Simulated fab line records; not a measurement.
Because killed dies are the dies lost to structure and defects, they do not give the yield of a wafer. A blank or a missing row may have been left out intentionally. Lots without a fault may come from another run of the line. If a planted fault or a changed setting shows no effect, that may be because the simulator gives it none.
8D (eight disciplines) problem report, filled in by code    flow berkeleyCmos170    the parts of the form that need people (team, actions taken, sign-off) are left out

## 1. THE PROBLEM
Wafers without a fault read 447.9 W, standard deviation 1.6; rfFwdPowerW at UCB170_NWELL_ETCH_13 reads a mean of 519.9 W on 9 wafers belonging to 3 lots. Relative to the usual mean, that is a shift of +45 standard deviations.
The step: etches Si3N4 in CH3F/Ar/O2, stops on SiO2, target depth 246.4 nm, time 154 s.
Earliest sighting: wafer L378.2 on rieDiel-01 at day 3 23:53. At this step, 45 wafers from 15 lots have a number in the record. Rule for "out" (also "out of limits"): further than 4 standard deviations from the usual mean. Any other wafer with a number is counted as sound.

## 2. WHAT IT IS, AND WHAT IT ISN'T
question                     is                      is not
which readings at this step  rfFwdPowerW             oesProductAu, throttleValvePct
which lots                   L378, L381, L382        L371, L373, L376, L379, L380, L387, L388, L389, L391, L392, L393, L394
which wafers of those lots   all that have a number  -
read on which tools          rieDiel-01              rieDiel-02, rieDiel-03
when                         from day 3 23:53        up to then (9 sound wafers); but 27 sound wafers of L379, L380, L387, L388, L389, L391, L392, L393, L394 came after

## 3. SUSPECTS, AND WHAT RULES EACH OUT
Counting: a tool stays on the suspect list if, at a process step up to the reading, it processed all lots that are out and no sound lot following the first of them.
- rieDiel-01 at UCB170_NWELL_ETCH_13 (etches Si3N4 in CH3F/Ar/O2, stops on SiO2, target depth 246.4 nm, time 154 s): ruled out as a lasting fault. After its first lot that is out, L378 (day 3 23:53), sound lots L392 ran on it.
Left after counting: nothing in the record.

## 4. THE CAUSE (what the simulator had put in)
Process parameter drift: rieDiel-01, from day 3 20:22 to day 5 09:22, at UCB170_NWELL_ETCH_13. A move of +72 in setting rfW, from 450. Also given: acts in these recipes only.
Counting ruled it out, wrongly.

## 5. SEQUENCE OF EFFECTS, ordered by route
Rows list readings where the struck wafers' mean (over those with a number) sits beyond 3 standard deviations from the usual. Only readings whose record carries a usual standard deviation are examined. hours: median over the lots of the time between each lot's start at the first step of this table that gives one and its start at this step. sigmas: the change, counted in usual standard deviations.
hours  step                   reading               usual    on struck wafers  change  sigmas
0      UCB170_NWELL_ETCH_13   rfFwdPowerW           447.9 W  519.9             +72.0   +45
0      UCB170_NWELL_STRIP_15  stripTimeToEndpointS  18.06 s  17.73             -0.33   -4.1
Its process steps:
- UCB170_NWELL_ETCH_13: etches Si3N4 in CH3F/Ar/O2, stops on SiO2, target depth 246.4 nm, time 154 s.
- UCB170_NWELL_STRIP_15: strips in O2.

## 6. WHAT WOULD HAVE CAUGHT IT SOONER
In this record no reading fell out of limits until day 3 23:53, 4 hours after the fault had begun at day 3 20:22.
